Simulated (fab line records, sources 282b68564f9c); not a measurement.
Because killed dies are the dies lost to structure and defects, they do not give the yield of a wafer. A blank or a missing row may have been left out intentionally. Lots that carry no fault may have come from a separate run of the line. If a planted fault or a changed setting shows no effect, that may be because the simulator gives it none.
fab line records	flow ritCmos
[record] lots = 13	wafers = 39	lastDay = 7
route steps=202 shown GATE@84 M1@202
lots that met no fault: taken from a fault-free run of the same line
startH: start of the lot's first displayed wafer, in hours after the record's first day	waitH: hours elapsed since this lot's preceding step	" same as the row above	L1.1+2: one row covering several wafers at once	- no value present, or no start provided	* or withheld: withheld	< > ~ a bound
route shown NAME@n: a module of which the file shows steps, and the number in the route of the first	usual: mean/standard deviation taken from wafers without a fault	same: alike in all rows	chamber/n: place in a boat	sites: the reading at each site	_std_site: standard deviation across them	_edge_site: mean of outer sites minus mean of inner sites	radiusMm: for every site, how far away it sits from the centre of the wafer	mask NAME#n: copy n	behind: the most recent tool/chamber to have shaped the wafer	hold: why the lot was held/for how many hours/how that ended	device: transistor that didn't switch, given as n, p or np	end of line: tests of these same wafers at the route's end	step lacking rows: just its recipe	killed: dies that structure and defects cost at the first sort, which is not the same as the wafer's yield	map: per-die view of a wafer (x killed, . not killed, _ where there is no die)
set.NAME: the run value of the setting; set.NAME@STEP: its run value at that earlier step	model.NAME: the simulator's own value behind a step, which no gauge read
route steps across a sampled set of lots; one table per step, one row per wafer
[[steps]]
[step RIT_GATE_CVD_08]
[recipe] material = poly-Si	targetThkNm = 250	tempC = 610	precursor = SiH4	timeS = 2220	pressureMtorr = 300	sih4FlowSccm = 100
[usual] zonePowerLoadPct = 11.3/0.81
lot.wafer	tool	chamber	startH	waitH	zonePowerLoadPct
L773.4	lpcvd-02	0	34.69	0.0	12.6
L773.5	"	0	"	"	12.6
L773.6	"	0	"	"	12.6
L774.2	lpcvd-01	1	38.25	0.0	10.9
L774.3	"	1	"	"	10.7
L774.5	"	1	"	"	10.8
L776.1	lpcvd-02	1	48.59	0.1	10.7
L776.2	"	1	"	"	10.9
L776.6	"	1	"	"	11.0
L777.2	lpcvd-02	1	54.71	0.0	10.8
L777.5	"	1	"	"	10.9
L777.6	"	1	"	"	10.7
L779.1	lpcvd-01	1	65.38	0.1	10.8
L779.2	"	1	"	"	10.8
L779.5	"	1	"	"	10.8
L781.4	lpcvd-02	0	74.84	0.0	12.8
L781.5	"	0	"	"	12.7
L781.6	"	0	"	"	12.4
L782.2	lpcvd-01	1	81.25	0.0	10.8
L782.5	"	1	"	"	10.7
L782.6	"	1	"	"	11.0
L784.1	lpcvd-02	0	92.45	0.1	12.6
L784.2	"	0	"	"	12.8
L784.6	"	0	"	"	12.6
L786.2	lpcvd-01	1	109.73	0.0	10.7
L786.4	"	1	"	"	10.7
L786.6	"	1	"	"	10.8
L790.2	lpcvd-02	0	124.11	0.7	12.5
L790.5	"	0	"	"	12.5
L790.6	"	0	"	"	12.6
L791.1	lpcvd-01	1	131.68	0.1	10.8
L791.4	"	1	"	"	10.9
L791.5	"	1	"	"	10.9
L795.3	lpcvd-01	0	148.67	1.1	10.6
L795.4	"	0	"	"	10.6
L795.6	"	0	"	"	10.6
L796.3	lpcvd-01	0	150.29	0.4	10.6
L796.4	"	0	"	"	10.6
L796.5	"	0	"	"	10.8
[step RIT_GATE_THK_MEAS_09]
[recipe] reads = poly-Si_of_GATE_CVD_08
[usual] GATE_POLY_THK = 251.3/2.3
lot.wafer	tool	chamber	startH	waitH	GATE_POLY_THK[nm]
L773.4	filmMetro-03	-	36.34	0.0	252.2
L773.5	"	-	"	"	253.3
L773.6	"	-	"	"	252.2
L774.2	filmMetro-02	-	39.87	0.0	251.3
L774.3	"	-	"	"	250.7
L774.5	"	-	"	"	249.5
L776.1	filmMetro-02	-	50.21	0.0	255.1
L776.2	"	-	"	"	255.8
L776.6	"	-	"	"	252.0
L777.2	filmMetro-04	-	56.33	0.0	246.6
L777.5	"	-	"	"	248.6
L777.6	"	-	"	"	248.4
L779.1	filmMetro-04	-	67.00	0.0	251.8
L779.2	"	-	"	"	251.1
L779.5	"	-	"	"	250.3
L781.4	filmMetro-04	-	76.49	0.0	254.8
L781.5	"	-	"	"	253.9
L781.6	"	-	"	"	254.3
L782.2	filmMetro-02	-	82.88	0.0	248.6
L782.5	"	-	"	"	248.7
L782.6	"	-	"	"	247.4
L784.1	filmMetro-03	-	94.06	0.0	256.0
L784.2	"	-	"	"	254.3
L784.6	"	-	"	"	254.8
L786.2	filmMetro-04	-	111.36	0.0	251.9
L786.4	"	-	"	"	252.8
L786.6	"	-	"	"	250.1
L790.2	filmMetro-04	-	125.73	0.0	264.0
L790.5	"	-	"	"	266.1
L790.6	"	-	"	"	265.8
L791.1	filmMetro-04	-	133.29	0.0	251.8
L791.4	"	-	"	"	249.8
L791.5	"	-	"	"	250.2
L795.3	filmMetro-03	-	150.31	0.0	255.1
L795.4	"	-	"	"	251.5
L795.6	"	-	"	"	253.3
L796.3	filmMetro-03	-	151.92	0.0	252.9
L796.4	"	-	"	"	251.7
L796.5	"	-	"	"	253.5
[step RIT_M1_PROBE_99]
[usual] killed_at_M0_to_M3 = 0.0/0.12	killedAtContacts = 0.1/0.24	killedAtFrontEnd = 6.6/2.7	killedDies = 6.6/2.7	killedOnRim = 1.7/1.3	killedOpen = 3.3/1.8	killedShort = 3.4/1.9
[same] grossDies = 264	killed_at_M4_up = 0	killedAtBackSide = 0	killedAtOther = 0
lot.wafer	tool	chamber	startH	waitH	killed_at_M0_to_M3	killedAtContacts	killedAtFrontEnd	killedDies	killedOnRim	killedOpen	killedShort
L779.1	prober-01	-	90.20	0.1	0	0	4	4	2	3	1
L779.2	prober-01	-	90.25	0.1	0	0	8	8	3	3	5
L779.5	prober-01	-	90.40	0.2	0	0	4	4	1	3	1
L786.2	prober-02	-	136.10	0.1	0	0	3	3	0	2	1
L786.4	prober-02	-	136.20	0.2	0	1	3	4	1	1	3
L786.6	prober-02	-	136.30	0.2	0	0	5	5	2	2	3
L790.2	prober-02	-	149.48	0.1	0	0	10	10	2	2	8
L790.5	prober-02	-	149.63	0.2	0	0	7	7	1	2	5
L790.6	prober-02	-	149.68	0.2	0	0	8	8	1	3	5
L791.1	prober-01	-	155.42	0.1	0	0	9	9	2	7	2
L791.4	prober-01	-	155.57	0.2	0	1	11	12	4	4	8
L791.5	prober-01	-	155.62	0.2	0	0	4	4	0	2	2
L795.3	prober-01	-	172.00	0.2	0	0	5	5	2	2	3
L795.4	prober-01	-	172.05	0.2	0	0	3	3	1	1	2
L795.6	prober-01	-	172.15	0.2	0	1	6	7	3	4	3
// killed by level:class
L779.1 REOX:geometricParticle:open=2 GATE:geometricParticle:short=1 GATE:geometricParticle:open=1
L779.2 FOX1:geometricParticle:short=2 GATE:geometricParticle:short=2 GATE:geometricParticle:open=1 REOX:geometricParticle:open=1 REOX:geometricParticle:short=1 SPACER:geometricParticle:open=1
L779.5 SPACER:geometricParticle:open=2 FOX1:geometricParticle:short=1 GATE:geometricParticle:open=1
L786.2 GATE:geometricParticle:open=2 GATE:geometricParticle:short=1
L786.4 GATE:geometricParticle:short=2 FOX1:geometricParticle:open=1 CONTACT:geometricParticle:short=1
L786.6 FOX1:geometricParticle:open=1 GATE:geometricParticle:open=1 GATE:geometricParticle:short=1 REOX:geometricParticle:short=1 SILICIDE:geometricParticle:short=1
L790.2 SILICIDE:geometricParticle:short=3 FOX1:geometricParticle:short=2 GATE:geometricParticle:short=2 GATE:geometricParticle:open=1 REOX:geometricParticle:short=1 REOX:geometricParticle:open=1
L790.5 GATE:geometricParticle:short=3 FOX1:geometricParticle:short=1 GATE:geometricParticle:open=1 REOX:geometricParticle:short=1 SILICIDE:geometricParticle:open=1
L790.6 GATE:geometricParticle:open=3 FOX1:geometricParticle:short=2 FOX2:geometricParticle:short=1 SPACER:geometricParticle:short=1 SILICIDE:geometricParticle:short=1
L791.1 GATE:geometricParticle:open=3 SILICIDE:geometricParticle:open=2 FOX2:geometricParticle:open=1 GATE:geometricParticle:short=1 REOX:geometricParticle:open=1 SILICIDE:geometricParticle:short=1
L791.4 GATE:geometricParticle:short=4 FOX1:geometricParticle:short=3 FOX2:geometricParticle:open=2 GATE:geometricParticle:open=1 SILICIDE:geometricParticle:short=1 CONTACT:geometricParticle:open=1
L791.5 FOX1:geometricParticle:short=1 FOX1:geometricParticle:open=1 FOX2:geometricParticle:open=1 GATE:geometricParticle:short=1
L795.3 FOX1:geometricParticle:short=2 FOX1:geometricParticle:open=1 GATE:geometricParticle:open=1 GATE:geometricParticle:short=1
L795.4 GATE:geometricParticle:short=1 GATE:geometricParticle:open=1 SPACER:geometricParticle:short=1
L795.6 GATE:geometricParticle:short=2 GATE:geometricParticle:open=2 FOX1:geometricParticle:open=1 FOX1:geometricParticle:short=1 CONTACT:geometricParticle:open=1
[[key]]
[firstSign] step = RIT_GATE_THK_MEAS_09	reading = GATE_POLY_THK	direction = up	sigmas = 6	usual = 251.3	struck = 265.3
effect none on later readings
metAt RIT_GATE_CVD_08
struckLots L790
struckWafers L790.2,L790.5,L790.6
testerLeftOut L790
onsetBetween 92.45 124.11
[fault] kind = processParameterDrift	tool = lpcvd-02	chamber = 0	onsetH = 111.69	steps = RIT_GATE_CVD_08	channel = timeS	offset = *	shape = step	endH = 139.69	actsIn = *	stated = *
// testerLeftOut: of these lots the tester's yield and bins aren't shown, on N5 and GAA mostly nor the transistor test; their killed dies are dies lost to structure and defects alone, not to doping, threshold or leakage, so they don't give the yield
